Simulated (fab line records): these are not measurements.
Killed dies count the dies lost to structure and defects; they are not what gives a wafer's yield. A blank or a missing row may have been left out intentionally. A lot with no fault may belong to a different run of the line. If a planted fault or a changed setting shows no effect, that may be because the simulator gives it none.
8D (eight disciplines) problem report, filled in by code || flow berkeley_cmos170 || the parts of the form that need people (team, actions taken, sign-off) are left out

## 1. THE PROBLEM
PLDD_RS at UCB170_SDANNEAL_RS_MEAS_04 reads a mean of 972.1 ohm/sq on 9 wafers of 3 lots; wafers without a fault read 1032.3 ohm/sq with a standard deviation of 3. Measured from the usual mean, that is -20 standard deviations.
The step: measures by four-point-probe.
The first sign was on wafer L109.1 at day 9 20:22, on film_metro-01. At this step, 39 wafers from 13 lots have a number in the record. By rule, "out" or "out of limits" means more than 4 standard deviations away from the usual mean. The other wafers with a number count as sound.

## 2. WHAT IT IS, WHAT IT ISN'T
{"question": "which readings at this step", "is": "PLDD_RS", "is not": "-"}
{"question": "which lots", "is": "L109, L111, L114", "is not": "L100, L101, L102, L103, L118, L995, L996, L997, L998, L999"}
{"question": "which wafers of those lots", "is": "all that have a number", "is not": "-"}
{"question": "read on which gauges", "is": "film_metro-01, film_metro-04", "is not": "film_metro-03"}
{"question": "when", "is": "from day 9 20:22", "is not": "up to then (27 sound wafers); but 3 sound wafers of L118 came after"}

## 3. SUSPECTS, AND WHAT RULES EACH OUT
Counting: a tool at any process step up to the reading remains a suspect when it ran all the lots that are out and ran no sound lot after the first of those.
- the gauge at UCB170_SDANNEAL_RS_MEAS_04 is ruled out. Those wafers that are out were read across 2 gauges (film_metro-01, film_metro-04).
- implanter-04 at UCB170_PLDD_IMPLANT_08: kept. All lots that are out passed through it, beginning with L109 at day 9 09:42, and no sound lot followed; its final sound lot before that point was L101 at day 7 15:41. Out on those wafers are its own readings of beam_on_s, dose_ions_cm2.
The count leaves implanter-04 at UCB170_PLDD_IMPLANT_08.

## 4. THE CAUSE (what the simulator had put in)
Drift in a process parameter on implanter-04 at UCB170_PLDD_IMPLANT_08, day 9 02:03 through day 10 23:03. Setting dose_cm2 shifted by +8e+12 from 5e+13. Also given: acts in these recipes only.
Counting left only this tool.

## 5. THE CHAIN OF EFFECTS, in route order
Each row: a reading where the mean over the struck wafers with a number is more than 3 standard deviations away from the usual. Scope: only readings with a usual standard deviation given in the record; hours: median across lots of the time from each lot's start at the first step in this table that gives one to its start at this step; sigmas: change in usual standard deviations.
{"hours": 0, "step": "UCB170_PLDD_IMPLANT_08", "reading": "beam_on_s", "usual": "10.4 s", "on struck wafers": 12.5, "change": "+2.1", "sigmas": "+4.8"}
{"hours": 0, "step": "UCB170_PLDD_IMPLANT_08", "reading": "dose_ions_cm2", "usual": 5e+13, "on struck wafers": 6e+13, "change": "+8e+12", "sigmas": "+99 or more"}
{"hours": 0, "step": "UCB170_PLDD_TW_MEAS_11", "reading": "PLDD_TW", "usual": 1009, "on struck wafers": 1039, "change": "+30", "sigmas": "+3.2"}
{"hours": 14, "step": "UCB170_SDANNEAL_RS_MEAS_04", "reading": "PLDD_RS", "usual": "1032.3 ohm/sq", "on struck wafers": 972.1, "change": -60.2, "sigmas": -20}
The process steps in it:
- UCB170_PLDD_IMPLANT_08
Later measuring or inspecting steps at which every struck wafer that the step has a row for has a number for every such reading, and none has moved that far: UCB170_SDANNEAL_RS_MEAS_05.

## 6. HOW IT WOULD HAVE BEEN CAUGHT EARLIER
18 hours passed between the start of the fault at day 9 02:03 and the first reading out of limits at a measuring or inspecting step in this record, taken at day 9 20:22.
At UCB170_PLDD_IMPLANT_08, the tool's own readings (beam_on_s, dose_ions_cm2) were out on each struck wafer the step has a row for, so an alarm limit on them would have fired on the first such wafer.
Of the lots that are out (3), L114 began UCB170_PLDD_IMPLANT_08 on implanter-04 after day 9 20:22. A hold on the tool at that time would have spared it.
